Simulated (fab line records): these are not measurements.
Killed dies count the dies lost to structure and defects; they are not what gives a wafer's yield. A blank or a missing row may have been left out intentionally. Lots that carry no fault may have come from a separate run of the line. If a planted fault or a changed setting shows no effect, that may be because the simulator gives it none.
What tool caused it? -- flow rit_cmos -- 6 lots, 18 wafers sampled, at 2 steps of a route of 202

WHAT THE GAUGES SHOWED, per wafer
RIT_SDANNEAL_RS_MEAS_04: measures by four-point-probe.
lot,measured,on,PSD_RS (ohm/sq)
L524,day 3 12:47,film_metro-01,116.5 116.5 116.6
L525,day 3 22:51,film_metro-04,115.3 115.4 115.4
L529,day 4 10:48,film_metro-02,116.4 116.2 116.2
L530,day 4 16:08,film_metro-02,116.2 116.2 116.0
L539,day 6 10:26,film_metro-04,117.5 117.3 117.5
L543,day 7 07:17,film_metro-04,116.2 116.3 115.6

TOOL THAT RAN EACH LOT (tool first, then ch and the chambers of the sampled wafers, then the start)
lot,RIT_PSD_IMPLANT_08
L524,"implanter-03 ch 0, day 3 11:58"
L525,"implanter-04 ch 0, day 3 22:02"
L529,"implanter-04 ch 0, day 4 09:48"
L530,"implanter-04 ch 0, day 4 15:18"
L539,"implanter-04 ch 0, day 6 09:17"
L543,"implanter-01 ch 0, day 7 06:17"
- RIT_PSD_IMPLANT_08

THE ANSWER, worked out from the rows above alone
Rule: the usual values come from the lots themselves. The widest of any qualifying gaps counts: lots, ordered by their means at a reading, are off when they make up no more than a third of the lots, leave a main group of 4 or more, and stand apart from it by 3 or more times the standard deviation of that group's means. Not used: any main group whose means are identical at the precision the tables above print for the reading. A lot without any number at a reading at which 4 lots or more have one is off too. Any other lot the step has rows for is counted as sound.
No lot is off at any reading shown: from this, nothing can be told.

WHAT HAD BEEN PUT IN BY THE SIMULATOR
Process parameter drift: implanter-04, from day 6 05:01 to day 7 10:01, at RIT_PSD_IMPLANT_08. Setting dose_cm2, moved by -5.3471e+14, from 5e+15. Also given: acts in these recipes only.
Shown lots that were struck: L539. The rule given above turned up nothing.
